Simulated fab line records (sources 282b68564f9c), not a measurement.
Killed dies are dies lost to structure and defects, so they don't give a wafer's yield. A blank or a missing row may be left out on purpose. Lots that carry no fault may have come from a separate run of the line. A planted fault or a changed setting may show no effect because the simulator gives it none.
Struck lot and sound lot, side by side -- flow rit-cmos -- 30 steps out of a route of 202
Sound: wafers L273.1, L273.3, L273.4. Wafers L287.4, L287.5, L287.6 were the ones struck. At the end, the cause is stated.
Each step with rows lists, per side, the tool, then ch with its chambers, then its first start. Under that, the readings that differ: sound wafers -- struck wafers -- difference of the means -- sigmas: that difference in standard deviations of wafers without a fault.
alike: a reading whose means differ by less than 2 such deviations, as well as words and numbers matching on both sides. not compared: withheld readings; readings where some wafer has no value; bounds like >300 that might hide an equal value; numbers whose values overlap and for which the record gives no deviation.
The two part at a step that has a row with sigmas, a row that says differs or no value, or rows on one side only. When numbers do not overlap yet have no deviation, they are printed without sigmas and do not part them. A reading missing from all wafers of one side parts the sides only when that side holds two or more wafers.

RIT_FOX2_THK_MEAS_01:
  sound on film-metro-01 at day 1 23:44; struck on film-metro-04 at day 4 22:00
  alike: FOX2_OXIDE_THK
then, 2 steps without rows for these wafers: RIT_FOX2_CLEAN_02 (cleans in dHF, time 180 s); RIT_FOX2_WET_ETCH_03 (etches Si3N4 in H3PO4, target depth 195 nm, time 2700 s).
RIT_FOX2_THK_MEAS_90:
  sound on film-metro-01 at day 2 01:23; struck on film-metro-04 at day 4 22:53
  alike: FIELD_OXIDE_LEFT_1_THK
then, 6 steps without rows for these wafers: RIT_NWELL_HMDS_00 (prime time 60 s); RIT_NWELL_COAT_01 (resist thk 1300 nm); RIT_NWELL_SOFTBAKE_02 (time 60 s); RIT_NWELL_EXPOSE_03 (exposes mask M2, target cd 43900 nm); RIT_NWELL_PEB_04; RIT_NWELL_DEVELOP_05 (develop time 68 s).
RIT_NWELL_OVL_MEAS_06:
  sound on overlay-01 at day 2 02:20; struck on overlay-02 at day 4 23:48
  alike: NWELL_OVL
then, 1 step without rows for these wafers: RIT_NWELL_HARDBAKE_07 (time 120 s).
RIT_NWELL_IMPLANT_08:
  sound on implanter-03 ch 0, day 2 02:37; struck on implanter-01 ch 0, day 5 00:09
reading,sound,struck,difference,sigmas
beam-energy-keV,169.87 169.89 169.93,214.27 214.25 214.20,+44.34,+99 or more
model.implant.rp-nm (nm),218.6 218.6 218.6,268.7 268.7 268.7,+50.1,
model.implant.drp-nm (nm),68.82 68.82 68.82,81.3 81.3 81.3,+12.5,
RIT_NWELL_STRIP_09: strips in O2, time 180 s.
  sound on plasma-asher-04 ch 0,1, day 2 02:46; struck on plasma-asher-04 ch 0,1, day 5 00:17
  alike: drypump-motor-current-A
  not compared: rf-hours-counter-h
RIT_NWELL_TW_MEAS_10:
  sound on film-metro-02 at day 2 02:57; struck on film-metro-03 at day 5 00:26
reading,sound,struck,difference,sigmas
NWELL_TW,2154 2157 2165,2266 2263 2264,+106,+7
then, 6 steps without rows for these wafers: RIT_PWELL_HMDS_00 (prime time 60 s); RIT_PWELL_COAT_01 (resist thk 1300 nm); RIT_PWELL_SOFTBAKE_02 (time 60 s); RIT_PWELL_EXPOSE_03 (exposes mask M3, target cd 43700 nm); RIT_PWELL_PEB_04; RIT_PWELL_DEVELOP_05 (develop time 68 s).
RIT_PWELL_OVL_MEAS_06:
  sound on overlay-01 at day 2 04:01; struck on overlay-01 at day 5 01:22
  alike: PWELL_OVL
then, 2 steps without rows for these wafers: RIT_PWELL_HARDBAKE_07 (time 120 s); RIT_PWELL_IMPLANT_08.
RIT_PWELL_STRIP_09: strips in O2, time 180 s.
  sound on plasma-asher-02 ch 0,1, day 2 04:27; struck on plasma-asher-03 ch 0,1, day 5 01:50
  alike: drypump-motor-current-A
  not compared: rf-hours-counter-h
RIT_PWELL_TW_MEAS_10:
  sound on film-metro-01 at day 2 04:37; struck on film-metro-03 at day 5 01:59
reading,sound,struck,difference,sigmas
PWELL_TW,955 955 952,968 977 967,+17,+2
then, 1 step without rows for these wafers: RIT_WELLDRIVE_ANNEAL_00 (time 14700 s).
RIT_WELLDRIVE_RS_MEAS_01: the measuring method here is four-point-probe.
  sound on film-metro-03 at day 2 09:46; struck on film-metro-02 at day 5 07:42
reading,sound,struck,difference,sigmas
NWELL_RS (ohm/sq),278.5 278.7 279.1,275.4 275.4 275.4,-3.4,-4
RIT_WELLDRIVE_RS_MEAS_02: the measuring method here is four-point-probe.
  sound on film-metro-03 at day 2 09:53; struck on film-metro-02 at day 5 07:49
  alike: PWELL_RS
RIT_M1_PROBE_99:
  sound on prober-01 at day 3 15:44; struck on prober-01 at day 6 15:30
reading,sound,struck,difference,sigmas
model.etest.field-p-metal.vt-v (V),-28.66 -28.87 -29.22,-43.01 -42.54 -40.98,-13.26,
model.etest.nwell-pinched.rs-ohm-sq,347.4 343.6 342.7,324 328.4 332.6,-16,
model.etest.field-p.vt-v (V),-12.99 -12.96 -13.04,-18.53 -18.5 -18.51,-5.52,
model.etest.well-edge-right.line-ohm-um,184.8 183.3 184.3,181.5 180.6 180,-3.4,
model.etest.well-edge-left.line-ohm-um,187.5 184.3 185.5,180.1 180.5 178.5,-6.1,
model.etest.iso-nwell-nwell.bv-v (V),22.12 22.54 22.49,19.47 19.6 19.2,-2.96,
model.etest.iso-pplus-pwell.lateral-log10-a-um,-9.272 -9.267 -9.311,-9.453 -9.394 -9.437,-0.145,
model.etest.iso-nwell-nwell.lateral-log10-a-um,-7.377 -7.384 -7.371,-7.09 -7.092 -7.049,+0.30,
  alike: killed_at_M0_to_M3, killed-at-front-end, killed-dies, killed-open, killed-short

WHERE THEY PART
At RIT_NWELL_IMPLANT_08 first; at RIT_WELLDRIVE_RS_MEAS_01 last (within this record only). Later steps at which nothing parts them and some readings are alike: RIT_WELLDRIVE_RS_MEAS_02, RIT_M1_PROBE_99.

WHY: the cause the simulator had injected
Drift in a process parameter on implanter-01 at RIT_NWELL_IMPLANT_08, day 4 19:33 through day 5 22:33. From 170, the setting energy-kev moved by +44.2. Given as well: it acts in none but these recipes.
